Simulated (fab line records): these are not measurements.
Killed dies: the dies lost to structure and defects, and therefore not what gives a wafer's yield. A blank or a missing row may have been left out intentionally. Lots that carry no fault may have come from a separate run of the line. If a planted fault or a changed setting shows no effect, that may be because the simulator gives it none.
The same fault as seen by 2 desks -- flow rit_cmos -- numbers are kept per desk, each desk with only its own; the story behind them comes last

== DESK OF THE TOOL OWNER: furnace-03 ==
The tool's own readings at RIT_FOX1_OXIDATION_00 (target thk 350.7 nm, ox time 1130 s): means of the sampled wafers that have a number, for each lot that ran on this tool. The brackets show how far a lot's mean lies from the usual mean; more than 4 standard deviations puts the lot out of limits, marked OUT.
Columns: A = tube_center_temp_C_max at RIT_FOX1_OXIDATION_00, usual 1102.8
lot,first seen here,A
L292,day 2 01:41,1103.5
L295,day 2 18:47,1103.1
L300,day 3 18:37,1102.6
L311,day 6 03:53,1103.2
L312,day 6 08:13,1103.0
This desk's verdict: no lot among the 5 shows anything out of limits.

== AT THE METROLOGY DESK ==
Means of the sampled wafers that have a number, per lot and without regard to the tool the lot ran on: this is what the gauges read. The brackets show how far a lot's mean lies from the usual mean; more than 4 standard deviations puts the lot out of limits, marked OUT.
Columns: A = FOX1_OXIDE_THK at RIT_FOX1_THK_MEAS_01, usual 345 nm
lot,first seen here,A
L290,day 1 18:59,342
L291,day 2 00:12,348
L292,day 2 03:01,346
L294,day 2 12:56,357
L295,day 2 20:06,439 (+16) OUT
L298,day 3 09:28,348
L300,day 3 19:56,427 (+14) OUT
L303,day 4 09:58,344
L304,day 4 15:20,341
L306,day 5 00:58,346
L307,day 5 05:57,342
L311,day 6 05:13,355
L312,day 6 09:33,346
L313,day 6 14:05,342
Finding of this desk: L295, L300 out of limits, first seen on L295 at day 2 20:06 (FOX1_OXIDE_THK at RIT_FOX1_THK_MEAS_01). In limits: L290, L291, L292, L294, L298, L303, L304, L306, L307, L311, L312, L313.

== BROUGHT TOGETHER ==
Metrology desk: alarm possible at day 2 20:06 on L295, L300.
Nothing out of limits was seen by the tool owner's desk.
Tool owner's desk: L295, L300 on record, inside its limits.
The lots listed all ran RIT_FOX1_OXIDATION_00 on furnace-03.

== WHAT THE SIMULATOR HAD INSERTED ==
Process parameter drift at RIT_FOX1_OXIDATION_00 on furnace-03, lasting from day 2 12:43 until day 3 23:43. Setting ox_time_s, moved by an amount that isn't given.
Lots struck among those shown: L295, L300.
Delay in hours, fault start to first out-of-limits reading, per desk: metrology desk 7.
